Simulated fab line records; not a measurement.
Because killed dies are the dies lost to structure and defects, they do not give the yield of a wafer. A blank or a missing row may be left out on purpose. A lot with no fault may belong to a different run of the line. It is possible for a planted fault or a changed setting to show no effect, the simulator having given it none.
Comparing a struck lot with a sound one + flow berkeley cmos170 + 15 out of 331 route steps
Sound: the wafers L181.2, L181.3, L181.6. Wafers struck: L196.3, L196.4, L196.6. The cause is given at the end.
Per side, at each step with rows, come the tool, then ch with its chambers, and then its first start. Under that, the readings that differ: sound wafers + struck wafers + difference of the means + sigmas: that difference in standard deviations of wafers without a fault.
alike: same words and numbers on both sides, and readings whose means sit less than 2 such deviations apart. not compared: any withheld reading, any reading some wafer has no value for, any bound like >300 that may hide the same value, and any number with overlapping values for which the record gives no deviation.
Wherever a step has rows on one side only, a row that says differs or no value, or a row with sigmas, the two part there. Non-overlapping numbers with no deviation appear without sigmas and do not part them. A reading that every wafer of one side lacks parts them only if that side has two wafers or more.

first, 2 steps without rows for these wafers: UCB170_GATE_ANNEAL_03 (time 1800 s); UCB170_GATE_CVD_04 (deposits poly-Si from SiH4, time 1440 s, target thk 214 nm).
UCB170_GATE_THK_MEAS_05:
  sound: film metro-04 at day 6 23:10; struck: film metro-02 at day 10 09:22
  alike: GATE_POLY_THK
then, 6 steps without rows for these wafers: UCB170_GATE_COAT_06; UCB170_GATE_COAT_07 (resist thk 900 nm); UCB170_GATE_SOFTBAKE_08 (time 60 s); UCB170_GATE_EXPOSE_09 (exposes mask POLY, target cd 350 nm); UCB170_GATE_PEB_10; UCB170_GATE_DEVELOP_11 (develop time 45 s).
UCB170_GATE_CD_MEAS_12: target cd 350 nm.
  sound: cd sem-02 at day 7 00:26; struck: cd sem-02 at day 10 10:37
  alike: cd nm
UCB170_GATE_OVL_MEAS_13:
  sound: overlay-02 at day 7 00:32; struck: overlay-01 at day 10 10:42
  alike: GATE_OVL
UCB170_GATE_ETCH_14: etches BARC in N2/H2.
  sound on rie diel-04 ch 0,2,3, day 7 00:34; struck on rie diel-04 ch 1,2, day 10 10:44
  alike: drypump motor current A, oes product au, throttle valve pct
UCB170_GATE_ETCH_15: etches poly-Si in HBr/Cl2, stops on SiO2, time 56.3 s, target depth 278.2 nm.
  sound on rie si-01 ch 0,1,2, day 7 00:37; struck on rie si-01 ch 0,1,3, day 10 10:46
| reading                               | sound             | struck            | difference | sigmas |
|---------------------------------------|-------------------|-------------------|------------|--------|
| model.KrF_of_GATE_COAT_07.thk nm (nm) | 779.8 775.5 772.9 | 795.2 795.4 794.3 | +18.9      |        |
  alike: drypump motor current A, he backside leak sccm, oes product au, throttle valve pct
  not compared: rf hours counter h
UCB170_GATE_STRIP_16: strips in O2.
  sound on plasma asher-02 ch 0,1, day 7 00:40; struck on plasma asher-01 ch 0,1, day 10 10:51
  alike: drypump motor current A, oes product au
  not compared: rf hours counter h
UCB170_M3_PROBE_99:
  sound: prober-02 at day 8 16:33; struck: prober-01 at day 12 01:37
| reading                                          | sound               | struck               | difference | sigmas |
|--------------------------------------------------|---------------------|----------------------|------------|--------|
| model.etest.poly comb over steps.leak log10 a um | -12.86 -12.85 -12.9 | -7.324 -7.647 -5.295 | +6.115     |        |

== WHERE THEY PART ==
Nowhere in this record.

WHY: whatever the simulator had introduced
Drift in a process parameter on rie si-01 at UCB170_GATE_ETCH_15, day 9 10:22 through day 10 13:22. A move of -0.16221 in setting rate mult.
